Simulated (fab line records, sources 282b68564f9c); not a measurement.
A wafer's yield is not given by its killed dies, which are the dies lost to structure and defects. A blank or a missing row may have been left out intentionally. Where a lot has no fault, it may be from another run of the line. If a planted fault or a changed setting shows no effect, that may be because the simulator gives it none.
fab line records || flow rit_cmos
record {"lots": 5, "wafers": 15, "last_day": 7}
route steps=202 shown GATE@83 M1@202
lots untouched by any fault: they come from a run of this same line in which no faults occurred
start_h: hours from the record's first day to the start of the lot's first wafer shown || wait_h: hours elapsed since this lot's preceding step || " unchanged from the row above || L1.1+2: several wafers, shown together as one row || - either no value or no given start || * or withheld: withheld || < > ~ a bound
route shown NAME@n: a module of which the file shows steps, and the number in the route of the first || usual: mean/standard deviation taken from wafers without a fault || same: alike in all rows || chamber/n: place in a boat || sites: each site's reading || _std_site: standard deviation of those values || _edge_site: the outer-site mean with the inner-site mean subtracted || radius_mm: for every site, how far away it sits from the centre of the wafer || mask NAME#n: copy n || behind: the tool/chamber that last shaped the wafer || hold: cause of the lot's hold/its duration in hours/its outcome || device: the transistor (n, p or np) that didn't switch || end of line: the tests these same wafers got at the end of their route || where a step has no rows: the recipe by itself || killed: the dies lost at the first sort to structure and to defects; this is not the yield of the wafer || map: per-die view of a wafer (x killed, . not killed, _ where there is no die)
set.NAME: the setting that was run; set.NAME@STEP: the one run at that earlier step || model.NAME: the simulator's own value behind a step, which no gauge read
a table for each step, a row for each wafer; lots at some steps of the route
services: the hour from which a tool's chamber was out of use, counted from the record's first day as start_h (under 0 if before that day), plus the number of hours and why
## steps
# step RIT_GATE_THK_MEAS_07
# recipe {"reads": "SiO2_of_GATE_OXIDATION_05"}
# usual {"GATE_OXIDE_THK": "3.01/0.067"}
{"lot.wafer": "L507.1", "tool": "film_metro-01", "chamber": "-", "start_h": 36.17, "wait_h": 0.0, "GATE_OXIDE_THK[nm]": 2.95}
{"lot.wafer": "L507.4", "tool": "film_metro-01", "chamber": "-", "start_h": 36.17, "wait_h": 0.0, "GATE_OXIDE_THK[nm]": 2.94}
{"lot.wafer": "L507.5", "tool": "film_metro-01", "chamber": "-", "start_h": 36.17, "wait_h": 0.0, "GATE_OXIDE_THK[nm]": 2.94}
{"lot.wafer": "L515.2", "tool": "film_metro-01", "chamber": "-", "start_h": 77.31, "wait_h": 0.0, "GATE_OXIDE_THK[nm]": 3.02}
{"lot.wafer": "L515.3", "tool": "film_metro-01", "chamber": "-", "start_h": 77.31, "wait_h": 0.0, "GATE_OXIDE_THK[nm]": 3.10}
{"lot.wafer": "L515.5", "tool": "film_metro-01", "chamber": "-", "start_h": 77.31, "wait_h": 0.0, "GATE_OXIDE_THK[nm]": 3.10}
{"lot.wafer": "L521.1", "tool": "film_metro-01", "chamber": "-", "start_h": 104.65, "wait_h": 0.0, "GATE_OXIDE_THK[nm]": 2.97}
{"lot.wafer": "L521.2", "tool": "film_metro-01", "chamber": "-", "start_h": 104.65, "wait_h": 0.0, "GATE_OXIDE_THK[nm]": 3.00}
{"lot.wafer": "L521.4", "tool": "film_metro-01", "chamber": "-", "start_h": 104.65, "wait_h": 0.0, "GATE_OXIDE_THK[nm]": 2.99}
{"lot.wafer": "L524.2", "tool": "film_metro-01", "chamber": "-", "start_h": 120.05, "wait_h": 0.0, "GATE_OXIDE_THK[nm]": 3.10}
{"lot.wafer": "L524.3", "tool": "film_metro-01", "chamber": "-", "start_h": 120.05, "wait_h": 0.0, "GATE_OXIDE_THK[nm]": 3.04}
{"lot.wafer": "L524.5", "tool": "film_metro-01", "chamber": "-", "start_h": 120.05, "wait_h": 0.0, "GATE_OXIDE_THK[nm]": 3.01}
{"lot.wafer": "L530.1", "tool": "film_metro-01", "chamber": "-", "start_h": 149.03, "wait_h": 0.0, "GATE_OXIDE_THK[nm]": 3.00}
{"lot.wafer": "L530.5", "tool": "film_metro-01", "chamber": "-", "start_h": 149.03, "wait_h": 0.0, "GATE_OXIDE_THK[nm]": 3.01}
{"lot.wafer": "L530.6", "tool": "film_metro-01", "chamber": "-", "start_h": 149.03, "wait_h": 0.0, "GATE_OXIDE_THK[nm]": 3.01}
# step RIT_GATE_CVD_08
# recipe {"material": "poly-Si", "target_thk_nm": 250, "temp_c": 610, "precursor": "SiH4", "time_s": 2220, "pressure_mtorr": 300, "sih4_flow_sccm": 100}
# step RIT_GATE_THK_MEAS_09
# recipe {"reads": "poly-Si_of_GATE_CVD_08"}
# usual {"GATE_POLY_THK": "250.0/2.9"}
{"lot.wafer": "L507.1", "tool": "film_metro-01", "chamber": "-", "start_h": 37.84, "wait_h": 0.0, "GATE_POLY_THK[nm]": 243.2}
{"lot.wafer": "L507.4", "tool": "film_metro-01", "chamber": "-", "start_h": 37.84, "wait_h": 0.0, "GATE_POLY_THK[nm]": 243.0}
{"lot.wafer": "L507.5", "tool": "film_metro-01", "chamber": "-", "start_h": 37.84, "wait_h": 0.0, "GATE_POLY_THK[nm]": 242.3}
{"lot.wafer": "L515.2", "tool": "film_metro-01", "chamber": "-", "start_h": 78.99, "wait_h": 0.0, "GATE_POLY_THK[nm]": 254.2}
{"lot.wafer": "L515.3", "tool": "film_metro-01", "chamber": "-", "start_h": 78.99, "wait_h": 0.0, "GATE_POLY_THK[nm]": 254.4}
{"lot.wafer": "L515.5", "tool": "film_metro-01", "chamber": "-", "start_h": 78.99, "wait_h": 0.0, "GATE_POLY_THK[nm]": 253.9}
{"lot.wafer": "L521.1", "tool": "film_metro-01", "chamber": "-", "start_h": 106.33, "wait_h": 0.0, "GATE_POLY_THK[nm]": 251.7}
{"lot.wafer": "L521.2", "tool": "film_metro-01", "chamber": "-", "start_h": 106.33, "wait_h": 0.0, "GATE_POLY_THK[nm]": 251.7}
{"lot.wafer": "L521.4", "tool": "film_metro-01", "chamber": "-", "start_h": 106.33, "wait_h": 0.0, "GATE_POLY_THK[nm]": 250.7}
{"lot.wafer": "L524.2", "tool": "film_metro-01", "chamber": "-", "start_h": 122.53, "wait_h": 0.0, "GATE_POLY_THK[nm]": 252.5}
{"lot.wafer": "L524.3", "tool": "film_metro-01", "chamber": "-", "start_h": 122.53, "wait_h": 0.0, "GATE_POLY_THK[nm]": 251.0}
{"lot.wafer": "L524.5", "tool": "film_metro-01", "chamber": "-", "start_h": 122.53, "wait_h": 0.0, "GATE_POLY_THK[nm]": 251.4}
{"lot.wafer": "L530.1", "tool": "film_metro-03", "chamber": "-", "start_h": 150.71, "wait_h": 0.0, "GATE_POLY_THK[nm]": 249.4}
{"lot.wafer": "L530.5", "tool": "film_metro-03", "chamber": "-", "start_h": 150.71, "wait_h": 0.0, "GATE_POLY_THK[nm]": 248.6}
{"lot.wafer": "L530.6", "tool": "film_metro-03", "chamber": "-", "start_h": 150.71, "wait_h": 0.0, "GATE_POLY_THK[nm]": 249.7}
# step RIT_GATE_HMDS_10
# recipe {"prime_time_s": 60, "prime_temp_c": 140}
# step RIT_GATE_COAT_11
# recipe {"resist": "NOVOLAK", "spin_rpm": 4250, "resist_thk_nm": 857.1}
# step RIT_GATE_SOFTBAKE_12
# recipe {"resist": "NOVOLAK", "temp_c": 90, "time_s": 60}
# step RIT_GATE_EXPOSE_13
# recipe {"mask_id": "M6", "na": 0.6, "source_shape": "conventional", "sigma_outer": 0.6, "target_cd_nm": 150, "dose_mj": 380}
# step RIT_GATE_PEB_14
# recipe {"resist": "NOVOLAK", "temp_c": "withheld", "time_s": "withheld"}
# step RIT_GATE_DEVELOP_15
# recipe {"resist": "NOVOLAK", "develop_time_s": 50, "dev_temp_c": 23}
# step RIT_GATE_CD_MEAS_16
# recipe {"target_cd_nm": 150}
# usual {"cd_nm": "148.7/2.7"}
{"lot.wafer": "L507.1", "tool": "cd_sem-02", "chamber": "-", "start_h": 38.75, "wait_h": "-", "cd_nm": 148.7}
{"lot.wafer": "L507.4", "tool": "cd_sem-02", "chamber": "-", "start_h": 38.75, "wait_h": "-", "cd_nm": 147.5}
{"lot.wafer": "L507.5", "tool": "cd_sem-02", "chamber": "-", "start_h": 38.75, "wait_h": "-", "cd_nm": 146.4}
{"lot.wafer": "L515.2", "tool": "cd_sem-01", "chamber": "-", "start_h": 80.03, "wait_h": "-", "cd_nm": 151.2}
{"lot.wafer": "L515.3", "tool": "cd_sem-01", "chamber": "-", "start_h": 80.03, "wait_h": "-", "cd_nm": 148.6}
{"lot.wafer": "L515.5", "tool": "cd_sem-01", "chamber": "-", "start_h": 80.03, "wait_h": "-", "cd_nm": 150.2}
{"lot.wafer": "L521.1", "tool": "cd_sem-01", "chamber": "-", "start_h": 107.24, "wait_h": "-", "cd_nm": 143.3}
{"lot.wafer": "L521.2", "tool": "cd_sem-01", "chamber": "-", "start_h": 107.24, "wait_h": "-", "cd_nm": 144.8}
{"lot.wafer": "L521.4", "tool": "cd_sem-01", "chamber": "-", "start_h": 107.24, "wait_h": "-", "cd_nm": 145.8}
{"lot.wafer": "L524.2", "tool": "cd_sem-02", "chamber": "-", "start_h": 123.58, "wait_h": "-", "cd_nm": 148.6}
{"lot.wafer": "L524.3", "tool": "cd_sem-02", "chamber": "-", "start_h": 123.58, "wait_h": "-", "cd_nm": 146.6}
{"lot.wafer": "L524.5", "tool": "cd_sem-02", "chamber": "-", "start_h": 123.58, "wait_h": "-", "cd_nm": 148.6}
{"lot.wafer": "L530.1", "tool": "cd_sem-01", "chamber": "-", "start_h": 151.62, "wait_h": "-", "cd_nm": 151.9}
{"lot.wafer": "L530.5", "tool": "cd_sem-01", "chamber": "-", "start_h": 151.62, "wait_h": "-", "cd_nm": 149.0}
{"lot.wafer": "L530.6", "tool": "cd_sem-01", "chamber": "-", "start_h": 151.62, "wait_h": "-", "cd_nm": 148.6}
# step RIT_GATE_OVL_MEAS_17
# usual {"GATE_OVL": "0.2/1.5"}
{"lot.wafer": "L507.1", "tool": "overlay-01", "chamber": "-", "start_h": 38.87, "wait_h": 0.1, "GATE_OVL[nm]": 1.2}
{"lot.wafer": "L507.4", "tool": "overlay-01", "chamber": "-", "start_h": 38.87, "wait_h": 0.1, "GATE_OVL[nm]": 4.2}
{"lot.wafer": "L507.5", "tool": "overlay-01", "chamber": "-", "start_h": 38.87, "wait_h": 0.1, "GATE_OVL[nm]": 2.2}
{"lot.wafer": "L515.2", "tool": "overlay-01", "chamber": "-", "start_h": 80.14, "wait_h": 0.1, "GATE_OVL[nm]": 0.7}
{"lot.wafer": "L515.3", "tool": "overlay-01", "chamber": "-", "start_h": 80.14, "wait_h": 0.1, "GATE_OVL[nm]": 1.9}
{"lot.wafer": "L515.5", "tool": "overlay-01", "chamber": "-", "start_h": 80.14, "wait_h": 0.1, "GATE_OVL[nm]": 1.9}
{"lot.wafer": "L521.1", "tool": "overlay-02", "chamber": "-", "start_h": 107.36, "wait_h": 0.1, "GATE_OVL[nm]": -3.0}
{"lot.wafer": "L521.2", "tool": "overlay-02", "chamber": "-", "start_h": 107.36, "wait_h": 0.1, "GATE_OVL[nm]": 0.3}
{"lot.wafer": "L521.4", "tool": "overlay-02", "chamber": "-", "start_h": 107.36, "wait_h": 0.1, "GATE_OVL[nm]": -2.0}
{"lot.wafer": "L524.2", "tool": "overlay-01", "chamber": "-", "start_h": 123.68, "wait_h": 0.1, "GATE_OVL[nm]": 1.9}
{"lot.wafer": "L524.3", "tool": "overlay-01", "chamber": "-", "start_h": 123.68, "wait_h": 0.1, "GATE_OVL[nm]": 3.0}
{"lot.wafer": "L524.5", "tool": "overlay-01", "chamber": "-", "start_h": 123.68, "wait_h": 0.1, "GATE_OVL[nm]": 0.4}
{"lot.wafer": "L530.1", "tool": "overlay-01", "chamber": "-", "start_h": 151.74, "wait_h": 0.1, "GATE_OVL[nm]": -1.0}
{"lot.wafer": "L530.5", "tool": "overlay-01", "chamber": "-", "start_h": 151.74, "wait_h": 0.1, "GATE_OVL[nm]": 0.4}
{"lot.wafer": "L530.6", "tool": "overlay-01", "chamber": "-", "start_h": 151.74, "wait_h": 0.1, "GATE_OVL[nm]": 0.0}
# step RIT_GATE_HARDBAKE_18
# recipe {"resist": "NOVOLAK", "temp_c": 140, "time_s": 60}
# step RIT_GATE_ETCH_19
# recipe {"chemistry": "SF6/CHF3/O2", "time_s": 165, "SF6_flow_sccm": 30, "CHF3_flow_sccm": 30, "O2_flow_sccm": 5, "target": "poly-Si", "pressure_mtorr": 40, "rf_w": 160, "target_depth_a": 3125, "over_etch_frac": 0.25, "stop_on": "SiO2"}
# usual {"drypump_motor_current_A": "5.9/0.37", "oes_product_au": "0.845/0.015", "run_length_s": "193.1/0.48", "throttle_valve_pct": "10.37/0.11"}
{"lot.wafer": "L507.1", "tool": "rie_si-02", "chamber": 3, "start_h": 39.06, "wait_h": 0.1, "drypump_motor_current_A": 5.8, "oes_product_au": 0.811, "rf_hours_counter_h": 77, "run_length_s": 193.6, "throttle_valve_pct": 10.25, "model.NOVOLAK_of_GATE_COAT_11.thk_nm": 677.3}
{"lot.wafer": "L507.4", "tool": "rie_si-02", "chamber": 1, "start_h": 39.06, "wait_h": 0.1, "drypump_motor_current_A": 6.1, "oes_product_au": 0.853, "rf_hours_counter_h": 147, "run_length_s": 192.6, "throttle_valve_pct": 10.27, "model.NOVOLAK_of_GATE_COAT_11.thk_nm": 679.1}
{"lot.wafer": "L507.5", "tool": "rie_si-02", "chamber": 1, "start_h": 39.06, "wait_h": 0.1, "drypump_motor_current_A": 6.1, "oes_product_au": 0.850, "rf_hours_counter_h": "-", "run_length_s": 192.5, "throttle_valve_pct": 10.26, "model.NOVOLAK_of_GATE_COAT_11.thk_nm": 680.5}
{"lot.wafer": "L515.2", "tool": "rie_si-02", "chamber": 0, "start_h": 80.32, "wait_h": 0.1, "drypump_motor_current_A": 5.7, "oes_product_au": 0.861, "rf_hours_counter_h": 1, "run_length_s": 193.4, "throttle_valve_pct": 10.34, "model.NOVOLAK_of_GATE_COAT_11.thk_nm": 677.5}
{"lot.wafer": "L515.3", "tool": "rie_si-02", "chamber": 1, "start_h": 80.32, "wait_h": 0.1, "drypump_motor_current_A": 6.1, "oes_product_au": 0.881, "rf_hours_counter_h": 147, "run_length_s": 193.0, "throttle_valve_pct": 10.27, "model.NOVOLAK_of_GATE_COAT_11.thk_nm": 683}
{"lot.wafer": "L515.5", "tool": "rie_si-02", "chamber": 3, "start_h": 80.32, "wait_h": 0.1, "drypump_motor_current_A": 5.9, "oes_product_au": 0.837, "rf_hours_counter_h": "-", "run_length_s": 193.1, "throttle_valve_pct": 10.26, "model.NOVOLAK_of_GATE_COAT_11.thk_nm": 680}
{"lot.wafer": "L521.1", "tool": "rie_si-02", "chamber": 3, "start_h": 107.55, "wait_h": 0.1, "drypump_motor_current_A": 5.8, "oes_product_au": 0.832, "rf_hours_counter_h": 78, "run_length_s": 193.3, "throttle_valve_pct": 10.25, "model.NOVOLAK_of_GATE_COAT_11.thk_nm": 673}
{"lot.wafer": "L521.2", "tool": "rie_si-02", "chamber": 2, "start_h": 107.55, "wait_h": 0.1, "drypump_motor_current_A": 6.5, "oes_product_au": 0.839, "rf_hours_counter_h": 74, "run_length_s": 193.4, "throttle_valve_pct": 10.45, "model.NOVOLAK_of_GATE_COAT_11.thk_nm": 670.7}
{"lot.wafer": "L521.4", "tool": "rie_si-02", "chamber": 0, "start_h": 107.55, "wait_h": 0.1, "drypump_motor_current_A": 5.7, "oes_product_au": 0.794, "rf_hours_counter_h": 1, "run_length_s": 215.5, "throttle_valve_pct": 10.35, "model.NOVOLAK_of_GATE_COAT_11.thk_nm": 661.3}
{"lot.wafer": "L524.2", "tool": "rie_si-01", "chamber": 0, "start_h": 123.86, "wait_h": 0.1, "drypump_motor_current_A": 6.1, "oes_product_au": 0.866, "rf_hours_counter_h": 28, "run_length_s": 193.6, "throttle_valve_pct": 10.24, "model.NOVOLAK_of_GATE_COAT_11.thk_nm": 677.6}
{"lot.wafer": "L524.3", "tool": "rie_si-01", "chamber": 3, "start_h": 123.86, "wait_h": 0.1, "drypump_motor_current_A": 5.1, "oes_product_au": 0.851, "rf_hours_counter_h": 49, "run_length_s": 192.7, "throttle_valve_pct": 10.40, "model.NOVOLAK_of_GATE_COAT_11.thk_nm": 681.3}
{"lot.wafer": "L524.5", "tool": "rie_si-01", "chamber": 2, "start_h": 123.86, "wait_h": 0.1, "drypump_motor_current_A": 5.8, "oes_product_au": 0.848, "rf_hours_counter_h": "-", "run_length_s": 193.5, "throttle_valve_pct": 10.53, "model.NOVOLAK_of_GATE_COAT_11.thk_nm": 677.1}
{"lot.wafer": "L530.1", "tool": "rie_si-01", "chamber": 0, "start_h": 151.92, "wait_h": 0.1, "drypump_motor_current_A": 6.1, "oes_product_au": 0.854, "rf_hours_counter_h": 28, "run_length_s": 193.1, "throttle_valve_pct": 10.24, "model.NOVOLAK_of_GATE_COAT_11.thk_nm": 676}
{"lot.wafer": "L530.5", "tool": "rie_si-01", "chamber": 1, "start_h": 151.92, "wait_h": 0.1, "drypump_motor_current_A": 5.8, "oes_product_au": 0.838, "rf_hours_counter_h": "-", "run_length_s": 192.5, "throttle_valve_pct": 10.46, "model.NOVOLAK_of_GATE_COAT_11.thk_nm": 680.7}
{"lot.wafer": "L530.6", "tool": "rie_si-01", "chamber": 0, "start_h": 151.92, "wait_h": 0.1, "drypump_motor_current_A": 6.1, "oes_product_au": 0.852, "rf_hours_counter_h": "-", "run_length_s": 193.5, "throttle_valve_pct": 10.24, "model.NOVOLAK_of_GATE_COAT_11.thk_nm": 676.4}
# step RIT_GATE_STRIP_20
# recipe {"chemistry": "O2", "time_s": 180, "resist": "NOVOLAK", "platen_temp_c": "withheld", "power_w": 500, "pressure_mtorr": 4000, "o2_flow_sccm": 4000}
# usual {"drypump_motor_current_A": "5.5/0.4"}
{"lot.wafer": "L507.1", "tool": "plasma_asher-03", "chamber": 1, "start_h": 39.17, "wait_h": 0.1, "drypump_motor_current_A": 5.0, "rf_hours_counter_h": 24}
{"lot.wafer": "L507.4", "tool": "plasma_asher-03", "chamber": 1, "start_h": 39.17, "wait_h": 0.1, "drypump_motor_current_A": 5.0, "rf_hours_counter_h": "-"}
{"lot.wafer": "L507.5", "tool": "plasma_asher-03", "chamber": 0, "start_h": 39.17, "wait_h": 0.1, "drypump_motor_current_A": 6.1, "rf_hours_counter_h": "-"}
{"lot.wafer": "L515.2", "tool": "plasma_asher-02", "chamber": 1, "start_h": 80.43, "wait_h": 0.1, "drypump_motor_current_A": 4.9, "rf_hours_counter_h": 41}
{"lot.wafer": "L515.3", "tool": "plasma_asher-02", "chamber": 1, "start_h": 80.43, "wait_h": 0.1, "drypump_motor_current_A": 4.9, "rf_hours_counter_h": "-"}
{"lot.wafer": "L515.5", "tool": "plasma_asher-02", "chamber": 0, "start_h": 80.43, "wait_h": 0.1, "drypump_motor_current_A": 5.9, "rf_hours_counter_h": "-"}
{"lot.wafer": "L521.1", "tool": "plasma_asher-04", "chamber": 1, "start_h": 107.66, "wait_h": 0.1, "drypump_motor_current_A": 5.3, "rf_hours_counter_h": 48}
{"lot.wafer": "L521.2", "tool": "plasma_asher-04", "chamber": 0, "start_h": 107.66, "wait_h": 0.1, "drypump_motor_current_A": 5.7, "rf_hours_counter_h": 48}
{"lot.wafer": "L521.4", "tool": "plasma_asher-04", "chamber": 0, "start_h": 107.66, "wait_h": 0.1, "drypump_motor_current_A": 5.6, "rf_hours_counter_h": "-"}
{"lot.wafer": "L524.2", "tool": "plasma_asher-04", "chamber": 0, "start_h": 123.97, "wait_h": 0.1, "drypump_motor_current_A": 5.6, "rf_hours_counter_h": 1}
{"lot.wafer": "L524.3", "tool": "plasma_asher-04", "chamber": 0, "start_h": 123.97, "wait_h": 0.1, "drypump_motor_current_A": 5.6, "rf_hours_counter_h": "-"}
{"lot.wafer": "L524.5", "tool": "plasma_asher-04", "chamber": 1, "start_h": 123.97, "wait_h": 0.1, "drypump_motor_current_A": 5.2, "rf_hours_counter_h": "-"}
{"lot.wafer": "L530.1", "tool": "plasma_asher-04", "chamber": 0, "start_h": 152.03, "wait_h": 0.1, "drypump_motor_current_A": 5.7, "rf_hours_counter_h": 3}
{"lot.wafer": "L530.5", "tool": "plasma_asher-04", "chamber": 0, "start_h": 152.03, "wait_h": 0.1, "drypump_motor_current_A": 5.7, "rf_hours_counter_h": "-"}
{"lot.wafer": "L530.6", "tool": "plasma_asher-04", "chamber": 1, "start_h": 152.03, "wait_h": 0.1, "drypump_motor_current_A": 5.3, "rf_hours_counter_h": "-"}
# step RIT_M1_PROBE_99
# usual {"killed_at_contacts": "0.1/0.29", "killed_at_front_end": "6/3", "killed_dies": "7/3.1", "killed_open": "3.2/1.9", "killed_short": "3.3/1.9"}
# same {"gross_dies": 264, "killed_at_M0_to_M3": 0, "killed_at_M4_up": 0, "killed_at_back_side": 0, "killed_at_other": 0}
{"lot.wafer": "L515.2", "tool": "prober-02", "chamber": "-", "start_h": 101.16, "wait_h": 0.1, "killed_at_contacts": 0, "killed_at_front_end": 7, "killed_dies": 7, "killed_open": 4, "killed_short": 3}
{"lot.wafer": "L515.3", "tool": "prober-02", "chamber": "-", "start_h": 101.21, "wait_h": 0.2, "killed_at_contacts": 0, "killed_at_front_end": 5, "killed_dies": 5, "killed_open": 1, "killed_short": 4}
{"lot.wafer": "L515.5", "tool": "prober-02", "chamber": "-", "start_h": 101.31, "wait_h": 0.2, "killed_at_contacts": 0, "killed_at_front_end": 7, "killed_dies": 7, "killed_open": 3, "killed_short": 4}
{"lot.wafer": "L521.1", "tool": "prober-02", "chamber": "-", "start_h": 127.47, "wait_h": 0.1, "killed_at_contacts": 0, "killed_at_front_end": 2, "killed_dies": 2, "killed_open": 2, "killed_short": 0}
{"lot.wafer": "L521.2", "tool": "prober-02", "chamber": "-", "start_h": 127.52, "wait_h": 0.1, "killed_at_contacts": 0, "killed_at_front_end": 7, "killed_dies": 7, "killed_open": 2, "killed_short": 5}
{"lot.wafer": "L521.4", "tool": "prober-02", "chamber": "-", "start_h": 127.62, "wait_h": 0.2, "killed_at_contacts": 0, "killed_at_front_end": 5, "killed_dies": 5, "killed_open": 4, "killed_short": 1}
{"lot.wafer": "L530.1", "tool": "prober-02", "chamber": "-", "start_h": 172.12, "wait_h": 0.1, "killed_at_contacts": 1, "killed_at_front_end": 7, "killed_dies": 8, "killed_open": 2, "killed_short": 6}
{"lot.wafer": "L530.5", "tool": "prober-02", "chamber": "-", "start_h": 172.32, "wait_h": 0.2, "killed_at_contacts": 0, "killed_at_front_end": 8, "killed_dies": 8, "killed_open": 3, "killed_short": 5}
{"lot.wafer": "L530.6", "tool": "prober-02", "chamber": "-", "start_h": 172.37, "wait_h": 0.2, "killed_at_contacts": 0, "killed_at_front_end": 11, "killed_dies": 11, "killed_open": 7, "killed_short": 4}
# killed by level:class
L515.2 GATE:geometric_particle:short=3 GATE:geometric_particle:open=2 FOX1:geometric_particle:open=1 REOX:geometric_particle:open=1
L515.3 GATE:geometric_particle:short=2 REOX:geometric_particle:short=1 SILICIDE:geometric_particle:open=1 SILICIDE:geometric_particle:short=1
L515.5 FOX2:geometric_particle:short=2 FOX1:geometric_particle:open=1 FOX1:geometric_particle:short=1 GATE:geometric_particle:open=1 REOX:geometric_particle:short=1 REOX:geometric_particle:open=1
L521.1 REOX:geometric_particle:open=1 SPACER:geometric_particle:open=1
L521.2 SPACER:geometric_particle:short=3 GATE:geometric_particle:short=2 GATE:geometric_particle:open=1 SILICIDE:geometric_particle:open=1
L521.4 GATE:geometric_particle:open=2 REOX:geometric_particle:open=1 SPACER:geometric_particle:short=1 SILICIDE:geometric_particle:open=1
L530.1 GATE:geometric_particle:short=2 FOX2:geometric_particle:short=1 GATE:geometric_particle:open=1 REOX:geometric_particle:short=1 SILICIDE:geometric_particle:open=1 SILICIDE:geometric_particle:short=1 CONTACT:geometric_particle:short=1
L530.5 GATE:geometric_particle:open=3 REOX:geometric_particle:short=2 SPACER:geometric_particle:short=2 FOX1:geometric_particle:short=1
L530.6 GATE:geometric_particle:open=3 REOX:geometric_particle:open=2 REOX:geometric_particle:short=2 SPACER:geometric_particle:short=2 FOX2:geometric_particle:open=1 SPACER:geometric_particle:open=1
## services
{"tool": "rie_si-02", "chamber": "-", "start_h": 49.39, "hours": 0.2, "kind": "repair"}
{"tool": "plasma_asher-04", "chamber": "-", "start_h": 108.75, "hours": 9.0, "kind": "pm"}
{"tool": "plasma_asher-04", "chamber": 0, "start_h": 108.75, "hours": 9.0, "kind": "vent_cycle"}
{"tool": "plasma_asher-04", "chamber": 1, "start_h": 108.75, "hours": 9.0, "kind": "vent_cycle"}
{"tool": "plasma_asher-04", "chamber": 0, "start_h": 117.75, "hours": "-", "kind": "clean"}
{"tool": "plasma_asher-04", "chamber": 1, "start_h": 117.75, "hours": "-", "kind": "clean"}
{"tool": "rie_si-02", "chamber": 1, "start_h": 124.67, "hours": "-", "kind": "clean"}
{"tool": "rie_si-02", "chamber": 1, "start_h": 124.67, "hours": 19.3, "kind": "scheduled_down"}
{"tool": "rie_si-02", "chamber": 1, "start_h": 124.67, "hours": 19.3, "kind": "vent_cycle"}
## key
first_sign {"step": "RIT_GATE_ETCH_19", "reading": "run_length_s", "direction": "up", "sigmas": 47, "usual": "*", "struck": "*"}
effect {"step": "RIT_GATE_ETCH_19", "reading": "oes_product_au", "direction": "down", "sigmas": 3.5, "usual": 0.845, "struck": 0.794}
model_effect {"step": "RIT_GATE_ETCH_19", "value": "NOVOLAK_of_GATE_COAT_11.thk_nm", "without": 672.5, "struck": 661.3}
met_at RIT_GATE_ETCH_19
struck_wafers L521.4
tester_left_out L521
onset_between 80.32 107.55
fault {"kind": "process_parameter_drift", "tool": "rie_si-02", "chamber": 0, "onset_h": 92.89, "steps": "RIT_GATE_ETCH_19", "channel": "time_s", "offset": "*", "shape": "step", "end_h": 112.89, "stated": "*"}
# tester_left_out: of these lots the tester's yield and bins aren't shown, on N5 and GAA mostly nor the transistor test; their killed dies are dies lost to structure and defects alone, not to doping, threshold or leakage, so they don't give the yield
